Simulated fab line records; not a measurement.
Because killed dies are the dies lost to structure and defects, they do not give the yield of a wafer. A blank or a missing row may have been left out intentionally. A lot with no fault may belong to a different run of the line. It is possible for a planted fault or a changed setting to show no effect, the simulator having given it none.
fab line records | flow berkeley-cmos170
record: lots: 5 | wafers: 15 | last-day: 11
route steps=331 shown PSD@178 NSD@187
lots untouched by any fault: they come from a run of this same line in which no faults occurred
start-h: hours from the record's first day to the start of the lot's first wafer shown | wait-h: hours since the lot's step before | " as in the row above | L1.1+2: a row that stands for several wafers | - either no value or no given start | * or withheld: withheld | < > ~ a bound
route shown NAME@n: a module of which the file shows steps, and the number in the route of the first | usual: mean/standard deviation taken from wafers without a fault | same: alike in all rows | chamber/n: place in a boat | sites: each site's reading | _std_site: their standard deviation | _edge_site: the outer-site mean with the inner-site mean subtracted | radius-mm: how far each site lies from the wafer's centre | mask NAME#n: copy n | behind: the tool/chamber that last shaped the wafer | hold: the reason the lot was held/the length of the hold in hours/how it ended | device: whichever transistor did not switch (one of n, p or np) | end of line: tests of these same wafers at the route's end | for a step that has no rows: nothing shown but its recipe | killed: dies lost to structure and defects at the first sort, not the wafer's yield | map: per-die view of a wafer (x killed, . not killed, _ where there is no die)
set.NAME: the setting the step ran with; set.NAME@STEP: the setting that earlier step ran with | model.NAME: the simulator's own value behind a step, which no gauge read
certain route steps with their lots: each step a table, each wafer a row
services: from which hour (start-h, from the record's first day; less than 0 if before it) a tool's chamber was out of use, for how many hours, and why
== steps ==
step: UCB170_PSD_EXPOSE_03
recipe: mask-id: PSELECT_MOD | na: 0.5 | sigma-outer: 0.6 | source-shape: conventional | target-cd-nm: 1200 | dose-mj: 30
step: UCB170_PSD_PEB_04
recipe: peb-temp-c: 130 | peb-time-s: withheld | resist: KrF
step: UCB170_PSD_DEVELOP_05
recipe: developer: TMAH | develop-time-s: 45 | resist: KrF | dev-temp-c: 21
step: UCB170_PSD_CD_MEAS_06
recipe: target-cd-nm: 1200
usual: cd-nm: 1199.7/1.6
lot.wafer | tool      | chamber | start-h | wait-h | cd-nm
L865.2    | cd-sem-01 | -       | 167.20  | -      | 1204.7
L865.3    | "         | -       | "       | "      | 1203.5
L865.6    | "         | -       | "       | "      | 1203.4
L868.4    | cd-sem-02 | -       | 174.56  | -      | 1197.8
L868.5    | "         | -       | "       | "      | 1196.0
L868.6    | "         | -       | "       | "      | 1198.5
L875.3    | cd-sem-01 | -       | 213.56  | -      | 1200.7
L875.4    | "         | -       | "       | "      | 1200.2
L875.6    | "         | -       | "       | "      | 1201.7
L876.4    | cd-sem-01 | -       | 213.70  | -      | 1201.2
L876.5    | "         | -       | "       | "      | 1201.2
L876.6    | "         | -       | "       | "      | 1200.7
L878.2    | cd-sem-02 | -       | 218.78  | -      | 1199.7
L878.4    | "         | -       | "       | "      | 1200.2
L878.5    | "         | -       | "       | "      | 1199.0
step: UCB170_PSD_OVL_MEAS_07
usual: PSD_OVL: -2/7.9
lot.wafer | tool       | chamber | start-h | wait-h | PSD_OVL[nm]
L865.2    | overlay-02 | -       | 167.31  | 0.1    | -3
L865.3    | "          | -       | "       | "      | 2
L865.6    | "          | -       | "       | "      | -5
L868.4    | overlay-01 | -       | 174.64  | 0.1    | 1
L868.5    | "          | -       | "       | "      | 8
L868.6    | "          | -       | "       | "      | 0
L875.3    | overlay-02 | -       | 213.65  | 0.1    | -11
L875.4    | "          | -       | "       | "      | -11
L875.6    | "          | -       | "       | "      | -13
L876.4    | overlay-01 | -       | 213.77  | 0.1    | -12
L876.5    | "          | -       | "       | "      | -7
L876.6    | "          | -       | "       | "      | -8
L878.2    | overlay-02 | -       | 218.88  | 0.1    | -8
L878.4    | "          | -       | "       | "      | 1
L878.5    | "          | -       | "       | "      | -1
step: UCB170_PSD_IMPLANT_08
recipe: species: B | dose-cm2: 3e+15 | energy-kev: 20 | tilt-deg: 7
step: UCB170_PSD_STRIP_09
recipe: chemistry: O2 | power-w: 400 | pressure-mtorr: 3500 | platen-temp-c: withheld | o2-flow-sccm: 400 | overash-fraction: 0.5
usual: drypump-motor-current-A: 5.44/0.29 | oes-product-au: 0.600/0.0045 | strip-time-to-endpoint-s: 29.39/0.073
lot.wafer | tool            | chamber | start-h | wait-h | drypump-motor-current-A | oes-product-au | rf-hours-counter-h | strip-time-to-endpoint-s
L865.2    | plasma-asher-03 | 0       | 167.49  | 0.1    | 5.41                    | 0.597          | 47                 | 29.25
L865.3    | "               | 1       | "       | "      | 5.24                    | 0.602          | -                  | 29.31
L865.6    | "               | 0       | "       | "      | 5.42                    | 0.600          | -                  | 29.33
L868.4    | plasma-asher-03 | 1       | 174.84  | 0.1    | 5.27                    | 0.600          | -                  | 29.44
L868.5    | "               | 1       | "       | "      | 5.23                    | 0.596          | -                  | 29.50
L868.6    | "               | 0       | "       | "      | 5.39                    | 0.607          | -                  | 29.45
L875.3    | plasma-asher-02 | 0       | 213.86  | 0.1    | 5.00                    | 0.600          | -                  | 29.41
L875.4    | "               | 1       | "       | "      | 5.58                    | 0.600          | -                  | 29.44
L875.6    | "               | 1       | "       | "      | 5.56                    | 0.600          | -                  | 29.42
L876.4    | plasma-asher-01 | 0       | 213.98  | 0.1    | 5.27                    | 0.603          | -                  | 29.42
L876.5    | "               | 0       | "       | "      | 5.25                    | 0.601          | -                  | 29.46
L876.6    | "               | 1       | "       | "      | 5.89                    | 0.595          | -                  | 29.40
L878.2    | plasma-asher-01 | 1       | 219.06  | 0.1    | 5.91                    | 0.600          | 11                 | 29.43
L878.4    | "               | 0       | "       | "      | 5.26                    | 0.592          | -                  | 29.42
L878.5    | "               | 0       | "       | "      | 5.27                    | 0.603          | -                  | 29.39
step: UCB170_PSD_TW_MEAS_10
usual: PSD_TW: 2346/11
lot.wafer | tool          | chamber | start-h | wait-h | PSD_TW
L865.2    | film-metro-03 | -       | 167.60  | 0.1    | 2336
L865.3    | "             | -       | "       | "      | 2350
L865.6    | "             | -       | "       | "      | 2355
L868.4    | film-metro-03 | -       | 174.93  | 0.1    | 2348
L868.5    | "             | -       | "       | "      | 2347
L868.6    | "             | -       | "       | "      | 2337
L875.3    | film-metro-02 | -       | 213.94  | 0.1    | 2355
L875.4    | "             | -       | "       | "      | 2358
L875.6    | "             | -       | "       | "      | 2351
L876.4    | film-metro-02 | -       | 214.07  | 0.1    | 2351
L876.5    | "             | -       | "       | "      | 2355
L876.6    | "             | -       | "       | "      | 2356
L878.2    | film-metro-01 | -       | 219.17  | 0.1    | 2340
L878.4    | "             | -       | "       | "      | 2334
L878.5    | "             | -       | "       | "      | 2344
step: UCB170_PSD_CLEAN_11
recipe: chemistry: SPM | temp-c: 120 | time-s: 600
step: UCB170_NSD_HMDS_00
recipe: prime-time-s: 60 | prime-temp-c: 100
step: UCB170_NSD_COAT_01
recipe: resist: KrF | spin-rpm: 1500 | resist-thk-nm: 900
step: UCB170_NSD_SOFTBAKE_02
recipe: resist: KrF | temp-c: 130 | time-s: 60
step: UCB170_NSD_EXPOSE_03
recipe: mask-id: NSELECT_MOD | na: 0.5 | sigma-outer: 0.6 | source-shape: conventional | target-cd-nm: 1200 | dose-mj: 30
usual: exposure-dose-mJ-cm2: 29.977/0.029
lot.wafer | tool           | chamber | start-h | wait-h | mask          | exposure-dose-mJ-cm2
L865.2    | krf-scanner-02 | 0       | 169.48  | 0.4    | NSELECT_MOD#0 | 29.980
L865.3    | "              | 0       | "       | "      | NSELECT_MOD#0 | 30.029
L865.6    | "              | 0       | "       | "      | NSELECT_MOD#0 | 30.008
L868.4    | krf-scanner-01 | 0       | 176.78  | 0.2    | NSELECT_MOD#0 | 29.983
L868.5    | "              | 0       | "       | "      | NSELECT_MOD#0 | 30.000
L868.6    | "              | 0       | "       | "      | NSELECT_MOD#0 | 29.976
L875.3    | krf-scanner-02 | 0       | 214.77  | 0.2    | NSELECT_MOD#0 | 29.656
L875.4    | "              | 0       | "       | "      | NSELECT_MOD#0 | 29.694
L875.6    | "              | 0       | "       | "      | NSELECT_MOD#0 | 29.675
L876.4    | krf-scanner-01 | 0       | 215.14  | 0.4    | NSELECT_MOD#0 | 29.974
L876.5    | "              | 0       | "       | "      | NSELECT_MOD#0 | 30.047
L876.6    | "              | 0       | "       | "      | NSELECT_MOD#0 | 30.048
L878.2    | krf-scanner-01 | 0       | 220.57  | 0.1    | NSELECT_MOD#0 | 29.980
L878.4    | "              | 0       | "       | "      | NSELECT_MOD#0 | 29.981
L878.5    | "              | 0       | "       | "      | NSELECT_MOD#0 | 29.922
step: UCB170_NSD_PEB_04
recipe: peb-temp-c: 130 | peb-time-s: withheld | resist: KrF
step: UCB170_NSD_DEVELOP_05
recipe: developer: TMAH | develop-time-s: 45 | resist: KrF | dev-temp-c: 21
step: UCB170_NSD_CD_MEAS_06
recipe: target-cd-nm: 1200
usual: cd-nm: 1199.5/1.5
lot.wafer | tool      | chamber | start-h | wait-h | hold                     | cd-nm
L865.2    | cd-sem-02 | -       | 169.91  | -      | -                        | 1200.9
L865.3    | "         | -       | "       | "      | -                        | 1200.6
L865.6    | "         | -       | "       | "      | -                        | 1200.6
L868.4    | cd-sem-02 | -       | 177.17  | -      | -                        | 1198.5
L868.5    | "         | -       | "       | "      | -                        | 1198.2
L868.6    | "         | -       | "       | "      | -                        | 1198.7
L875.3    | cd-sem-01 | -       | 215.17  | -      | await-dispo/0.2h/release | 1204.7
L875.4    | "         | -       | "       | "      | await-dispo/0.2h/release | 1198.6
L875.6    | "         | -       | "       | "      | await-dispo/0.2h/release | 1208.3
L875.3    | cd-sem-01 | -       | 215.51  | 0.3    | -                        | 1204.2
L875.4    | "         | -       | "       | "      | -                        | 1198.9
L875.6    | "         | -       | "       | "      | -                        | 1208.6
L876.4    | cd-sem-01 | -       | 215.53  | -      | -                        | 1197.4
L876.5    | "         | -       | "       | "      | -                        | 1197.9
L876.6    | "         | -       | "       | "      | -                        | 1198.8
L878.2    | cd-sem-01 | -       | 221.07  | -      | -                        | 1201.1
L878.4    | "         | -       | "       | "      | -                        | 1199.6
L878.5    | "         | -       | "       | "      | -                        | 1200.7
step: UCB170_NSD_OVL_MEAS_07
usual: NSD_OVL: -2/6.4
lot.wafer | tool       | chamber | start-h | wait-h | hold                     | NSD_OVL[nm]
L865.2    | overlay-01 | -       | 170.01  | 0.1    | -                        | 3
L865.3    | "          | -       | "       | "      | -                        | -11
L865.6    | "          | -       | "       | "      | -                        | -9
L868.4    | overlay-02 | -       | 177.25  | 0.1    | -                        | -7
L868.5    | "          | -       | "       | "      | -                        | -3
L868.6    | "          | -       | "       | "      | -                        | -9
L876.4    | overlay-02 | -       | 215.61  | 0.1    | -                        | 5
L876.5    | "          | -       | "       | "      | -                        | 0
L876.6    | "          | -       | "       | "      | -                        | 5
L875.3    | overlay-02 | -       | 218.37  | 2.8    | await-dispo/2.8h/release | 3
L875.4    | "          | -       | "       | "      | await-dispo/2.8h/release | -2
L875.6    | "          | -       | "       | "      | await-dispo/2.8h/release | -9
L878.2    | overlay-02 | -       | 221.18  | 0.1    | -                        | -4
L878.4    | "          | -       | "       | "      | -                        | -1
L878.5    | "          | -       | "       | "      | -                        | 2
== services ==
tool            | chamber | start-h | hours | kind
plasma-asher-01 | -       | 169.14  | 2.3   | repair
krf-scanner-02  | -       | 179.53  | 1.8   | repair
krf-scanner-01  | -       | 190.64  | 4.4   | pm
plasma-asher-03 | -       | 199.18  | 10.5  | repair
krf-scanner-02  | -       | 205.30  | 0.8   | pm
krf-scanner-01  | -       | 212.05  | 1.3   | pm
== key ==
first-sign: step: UCB170_NSD_EXPOSE_03 | reading: exposure-dose-mJ-cm2 | direction: down | sigmas: 10 | usual: 29.977 | struck: 29.675
effect: step: UCB170_NSD_CD_MEAS_06 | reading: visit | direction: added | through: control-loop
met-at UCB170_NSD_EXPOSE_03
struck-wafers L875.3,L875.4,L875.6
rows-end L875.4
sort-left-out L875.3,L875.6
tester-left-out L875
loop-trim: step: UCB170_NSD_EXPOSE_03 | setting: dose | lots: L875
onset-between 169.48 214.77
fault: kind: process-parameter-drift | tool: krf-scanner-02 | chamber: - | onset-h: 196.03 | steps: UCB170_NSD_EXPOSE_03 | channel: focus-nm | offset: 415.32 | spread-by-wafer: 0.3 | shape: step | end-h: 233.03
tester-left-out: of these lots the tester's yield and bins aren't shown, on N5 and GAA mostly nor the transistor test; their killed dies are dies lost to structure and defects alone, not to doping, threshold or leakage, so they don't give the yield
sort-left-out: the simulated sort isn't trusted on such a fault, so these wafers' sort isn't shown, and their yield isn't known
rows-end: these wafers met a further fault down the route, and their rows from its step on are left out
loop-trim: a control loop set the setting to another value than it would have without faults
